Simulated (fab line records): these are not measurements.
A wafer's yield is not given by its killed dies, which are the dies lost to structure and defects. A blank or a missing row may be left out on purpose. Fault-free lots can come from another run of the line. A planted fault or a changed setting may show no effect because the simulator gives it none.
What tool caused it?	flow berkeley-cmos170	7 lots with 21 wafers sampled at 4 steps, on a route of 331 steps

WHAT THE GAUGES SHOWED, per wafer
UCB170_SDANNEAL_RS_MEAS_05: uses a four-point probe to measure.
lot	measured	on	NLDD_RS (ohm/sq)
L222	day 8 20:18	film-metro-01	619.8 619.0 618.6
L223	day 9 15:30	film-metro-02	613.6 616.3 614.8
L225	day 9 21:34	film-metro-01	616.6 616.4 617.0
L228	day 10 15:00	film-metro-01	618.4 619.0 621.1
L232	day 11 01:35	film-metro-04	615.1 612.5 615.8
L237	day 12 13:52	film-metro-01	630.6 630.3 629.8
L240	day 12 13:54	film-metro-04	627.0 627.4 626.1

EACH LOT AND THE TOOL THAT RAN IT (in order: tool; ch and the chambers of the sampled wafers; start)
lot	UCB170_PFIELD_STRIP_08	UCB170_NLDD_IMPLANT_09	UCB170_BACKSIDE_STRIP_03
L222	plasma-asher-03 ch 0,1, day 5 22:17	implanter-03 ch 0, day 8 05:14	plasma-asher-01 ch 0,1, day 8 19:31
L223	plasma-asher-02 ch 0,1, day 6 10:40	implanter-03 ch 0, day 9 00:46	plasma-asher-02 ch 0,1, day 9 14:44
L225	plasma-asher-02 ch 0,1, day 6 21:04	implanter-03 ch 0, day 9 06:11	plasma-asher-01 ch 0,1, day 9 20:49
L228	plasma-asher-01 ch 0,1, day 7 18:15	implanter-03 ch 0, day 10 02:52	plasma-asher-02 ch 0,1, day 10 14:14
L232	plasma-asher-02 ch 0,1, day 8 04:41	implanter-01 ch 0, day 10 14:42	plasma-asher-03 ch 0,1, day 11 00:48
L237	plasma-asher-01 ch 0,1, day 9 07:22	implanter-01 ch 0, day 11 21:53	plasma-asher-01 ch 0,1, day 12 13:06
L240	plasma-asher-02 ch 0,1, day 9 19:29	implanter-01 ch 0, day 12 00:11	plasma-asher-03 ch 0,1, day 12 13:08
- UCB170_PFIELD_STRIP_08: strips in O2.
- UCB170_NLDD_IMPLANT_09
- UCB170_BACKSIDE_STRIP_03: strips in O2.

THE ANSWER, worked out from the rows above alone
Rule: the usual values come from the lots themselves. The widest of any qualifying gaps counts: lots, ordered by their means at a reading, are off when they make up no more than a third of the lots, leave a main group of 4 or more, and stand apart from it by 3 or more times the standard deviation of that group's means. A main group is skipped when, at the precision printed for the reading in the tables above, its means are all equal. A lot without any number at a reading at which 4 lots or more have one is off too. The other lots that the step has rows for count as sound.
Off: at UCB170_SDANNEAL_RS_MEAS_05 (NLDD_RS), L237, L240. The main group has a mean of 616.9 ohm/sq with a standard deviation of 2.1.
A tool fits if, at a process step before that reading, it ran every lot that is off, and no sound lot after the first of them. The gauges at UCB170_SDANNEAL_RS_MEAS_05 are tried like those tools. One candidate fits, namely implanter-01 at UCB170_NLDD_IMPLANT_09. A fault onset in the window from L232 (day 10 14:42, its last sound lot) to L237 (day 11 21:53, its first lot off) fits.

WHAT HAD BEEN PUT IN BY THE SIMULATOR
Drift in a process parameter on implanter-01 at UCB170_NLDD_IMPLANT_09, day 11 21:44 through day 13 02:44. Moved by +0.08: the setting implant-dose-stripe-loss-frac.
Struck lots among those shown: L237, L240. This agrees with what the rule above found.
